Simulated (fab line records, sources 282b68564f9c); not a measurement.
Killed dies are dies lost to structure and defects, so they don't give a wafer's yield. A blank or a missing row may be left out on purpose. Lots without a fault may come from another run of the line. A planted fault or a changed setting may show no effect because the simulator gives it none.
A struck lot beside a sound one | flow rit_cmos | 19 steps out of a route of 202
Sound: wafers L607.1, L607.2, L607.5. Struck: wafers L604.2, L604.3, L604.6. The cause comes at the end.
At each step with rows: each side's tool, then ch and its chambers, then its first start. Under that, the readings that differ: sound wafers | struck wafers | difference of the means | sigmas: that difference in standard deviations of wafers without a fault.
alike: readings whose means differ by less than 2 such deviations, and words and numbers that are the same on both sides. not compared: withheld readings, readings that some wafer has no value for, bounds like >300 that may hide the same value, and numbers for which the record gives no deviation and whose values overlap.
The two part at a step that has a row with sigmas, a row that says differs or no value, or rows on one side only. Numbers that don't overlap but have no deviation are shown without sigmas and don't part them. A reading that every wafer of one side lacks parts them only if that side has two wafers or more.

first, 3 steps without rows for these wafers: RIT_GATE_CLEAN_02 (cleans in dHF, time 30 s); RIT_GATE_CLEAN_03 (cleans in SC2, time 600 s); RIT_GATE_CLEAN_04 (cleans in dHF, time 60 s).
RIT_FOX2_THK_MEAS_91:
  sound on film_metro-03, day 6 03:27; struck on film_metro-03, day 5 19:55
  alike: FIELD_OXIDE_LEFT_2_THK
then, 2 steps without rows for these wafers: RIT_GATE_OXIDATION_05 (target thk 3 nm, ox time 270 s); RIT_GATE_ANNEAL_06 (time 600 s).
RIT_GATE_THK_MEAS_07:
  sound on film_metro-02, day 6 07:26; struck on film_metro-02, day 5 22:31
  alike: GATE_OXIDE_THK
then, 1 step without rows for these wafers: RIT_GATE_CVD_08 (deposits poly-Si from SiH4, target thk 250 nm, time 2220 s).
RIT_GATE_THK_MEAS_09:
  sound on film_metro-02, day 6 09:07; struck on film_metro-02, day 6 00:11
  alike: GATE_POLY_THK
then, 2 steps without rows for these wafers: RIT_GATE_HMDS_10 (prime time 60 s); RIT_GATE_COAT_11 (resist thk 850 nm).
RIT_GATE_SOFTBAKE_12: time 61.13 s.
  sound on litho_track-02 ch 0, day 6 09:29; struck on litho_track-02 ch 0, day 6 00:34
  alike: plate_sensor_t_centre_C, plate_sensor_t_edge_C, resist_line_temp_C
RIT_GATE_EXPOSE_13: exposes mask M6, target cd 150 nm.
  sound on iline_stepper-01 ch 0, day 6 09:38; struck on iline_stepper-02 ch 0, day 6 00:50
  reading                      | sound             | struck      | difference | sigmas
  model.GATE.overlay_x_nm (nm) | 1.121 1.121 1.121 | 239 239 239 | +238       |
  alike: mask, focus_offset_nm, stage_vel_mm_s
then, 2 steps without rows for these wafers: RIT_GATE_PEB_14; RIT_GATE_DEVELOP_15 (develop time 50 s).
RIT_GATE_CD_MEAS_16: target cd 150 nm.
  sound on cd_sem-02, day 6 10:02; struck on cd_sem-02, day 6 01:14
  alike: cd_nm
RIT_GATE_OVL_MEAS_17:
  sound on overlay-01, day 6 10:09; struck on overlay-02, day 6 01:20
  reading       | sound        | struck            | difference | sigmas
  GATE_OVL (nm) | -0.8 1.1 0.6 | 240.8 240.5 239.1 | +239.8     | +99 or more
then, 1 step without rows for these wafers: RIT_GATE_HARDBAKE_18 (time 60 s).
RIT_M1_PROBE_99:
  sound on prober-02, day 7 09:05; struck on prober-01, day 6 22:10
  reading                                    | sound                | struck               | difference | sigmas
  model.etest.pldd.width_nm (nm)             | 3174 3199 3153       | 3015 3016 3008       | -162       |
  model.etest.nldd.width_nm (nm)             | 3180 3173 3143       | 3012 3017 3016       | -150       |
  model.etest.nldd.line_ohm_um               | 115.8 114.2 116.1    | 132.2 131.2 127.9    | +15.1      |
  model.etest.gate_end_array.leak_log10_a_um | -12.96 -12.9 -12.76  | -7.07 -6.975 -7.266  | +5.77      |
  model.etest.select_edge_diode_p.over_limit | 0 0 0                | 1 1 1                | +1         |
  model.etest.select_edge_diode_n.over_limit | 0 0 0                | 1 1 1                | +1         |
  model.etest.nmos_0p15.junction_log10_a_um  | -13.49 -13.76 -13.55 | -12.92 -12.59 -12.72 | +0.86      |
  model.etest.nmos_narrow.off_log10_a_um     | -13.28 -13.2 -13.29  | -12.85 -12.52 -12.67 | +0.58      |
  alike: killed_at_M0_to_M3, killed_at_contacts, killed_at_front_end, killed_dies, killed_on_rim, killed_open, killed_short

WHERE THEY PART
Only at RIT_GATE_OVL_MEAS_17, within this record. Later steps at which nothing parts them and some readings are alike: RIT_M1_PROBE_99.

WHY: what the simulator had put in
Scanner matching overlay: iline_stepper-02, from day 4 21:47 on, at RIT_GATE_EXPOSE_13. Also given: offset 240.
